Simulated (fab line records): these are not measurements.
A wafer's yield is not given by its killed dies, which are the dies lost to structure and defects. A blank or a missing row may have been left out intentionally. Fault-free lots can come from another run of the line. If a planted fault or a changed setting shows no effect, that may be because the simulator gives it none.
Comparing a struck lot with a sound one || flow berkeleyCmos170 || 21 steps out of a route of 331
Sound: the wafers L529.2, L529.5, L529.6. Struck: wafers L537.1, L537.2, L537.5. Last of all comes the cause.
Order at every step that has rows: each side's tool, ch and its chambers, its first start. Under that, the readings that differ: sound wafers || struck wafers || difference of the means || sigmas: that difference in standard deviations of wafers without a fault.
alike: readings with means less than 2 such deviations apart, plus words and numbers identical on both sides. not compared: withheld readings, readings lacking a value on some wafer, bounds such as >300 that could conceal the same value, and numbers that have no deviation in the record and whose values overlap.
Wherever a step has rows on one side only, a row that says differs or no value, or a row with sigmas, the two part there. Numbers that have no deviation but don't overlap get no sigmas and don't part them. Lack of a reading on every wafer of one side parts them only where that side has two or more wafers.

first, 5 steps without rows for these wafers: UCB170_ACTIVE_COAT_08 (resist thk 900 nm); UCB170_ACTIVE_SOFTBAKE_09 (time 60 s); UCB170_ACTIVE_EXPOSE_10 (exposes mask ACTIVE, target cd 1200 nm); UCB170_ACTIVE_PEB_11; UCB170_ACTIVE_DEVELOP_12 (develop time 45 s).
UCB170_ACTIVE_CD_MEAS_13: the cd target is 1200 nm.
  struck on cdSem-02, day 6 16:46; sound on cdSem-01, day 5 10:37
  alike: cdNm
UCB170_ACTIVE_OVL_MEAS_14:
  struck on overlay-01, day 6 16:53; sound on overlay-02, day 5 10:43
  alike: ACTIVE_OVL
UCB170_ACTIVE_ETCH_15: etches Si3N4 in CH3F/Ar/O2, stops on SiO2, target depth 242 nm, time 151 s.
  sound on rieDiel-04 ch 2,3, day 5 10:45; struck on rieDiel-04 ch 1,2, day 6 16:56
  alike: O2_flow_sccm, drypumpMotorCurrentA, oesProductAu, throttleValvePct
  not compared: rfHoursCounterH
UCB170_ACTIVE_STRIP_16: strips in O2.
  sound on plasmaAsher-02 ch 0,1, day 5 10:51; struck on plasmaAsher-03 ch 0,1, day 6 17:02
  alike: drypumpMotorCurrentA, oesProductAu, stripTimeToEndpointS
  not compared: rfHoursCounterH
UCB170_ACTIVE_CD_MEAS_90: the cd target is 1200 nm.
  struck on cdSem-01, day 6 17:08; sound on cdSem-01, day 5 10:58
  alike: cdNm
then, 2 steps without rows for these wafers: UCB170_ACTIVE_CLEAN_17 (cleans in SPM, time 600 s); UCB170_PFIELD_HMDS_00 (prime time 60 s).
UCB170_PFIELD_COAT_01: resist thk 900 nm.
  sound on lithoTrack-03 ch 0, day 5 13:01; struck on lithoTrack-03 ch 0, day 6 18:03
{"reading": "spinSpeedRpm (rpm)", "sound": "1500.1 1501.3 1501.8", "struck": "1272.6 1273.5 1273.4", "difference": -227.9, "sigmas": "-99 or more"}
{"reading": "model.KrF_of_PFIELD_COAT_01.thkNm (nm)", "sound": "898.6 900.8 902.5", "struck": "976.3 978.1 980.2", "difference": "+77.6", "sigmas": ""}
then, 3 steps without rows for these wafers: UCB170_PFIELD_SOFTBAKE_02 (time 60 s); UCB170_PFIELD_EXPOSE_03 (exposes mask PFIELD, target cd 1500 nm); UCB170_PFIELD_PEB_04.
UCB170_PFIELD_DEVELOP_05: develop time 45 s.
  sound: lithoTrack-03 ch 0; struck: lithoTrack-02 ch 0
{"reading": "model.KrF_of_PFIELD_COAT_01.thkNm (nm)", "sound": "884.4 886.6 888.3", "struck": "962.1 963.9 966", "difference": "+77.6", "sigmas": ""}
UCB170_PFIELD_OVL_MEAS_06:
  struck on overlay-01, day 6 19:25; sound on overlay-02, day 5 14:17
  alike: PFIELD_OVL
next, for these wafers, 1 step has no rows: UCB170_PFIELD_IMPLANT_07.
UCB170_PFIELD_STRIP_08: strips in O2.
  sound on plasmaAsher-01 ch 0,1, day 5 14:28; struck on plasmaAsher-02 ch 0,1, day 6 19:36
{"reading": "stripTimeToEndpointS (s)", "sound": "21.60 21.65 21.69", "struck": "23.46 23.51 23.55", "difference": "+1.86", "sigmas": "+33"}
  alike: drypumpMotorCurrentA, oesProductAu
  not compared: rfHoursCounterH
UCB170_PFIELD_TW_MEAS_09:
  struck on filmMetro-02, day 6 19:42; sound on filmMetro-02, day 5 14:35
  alike: PFIELD_TW

## WHERE THEY PART
Last at UCB170_PFIELD_STRIP_08 as far as this record goes, first at UCB170_PFIELD_COAT_01. Later steps at which nothing parts them and some readings are alike: UCB170_PFIELD_TW_MEAS_09.

WHY: whatever the simulator had introduced
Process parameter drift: lithoTrack-03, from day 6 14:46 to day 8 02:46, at UCB170_PFIELD_COAT_01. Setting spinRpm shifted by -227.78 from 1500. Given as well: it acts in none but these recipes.
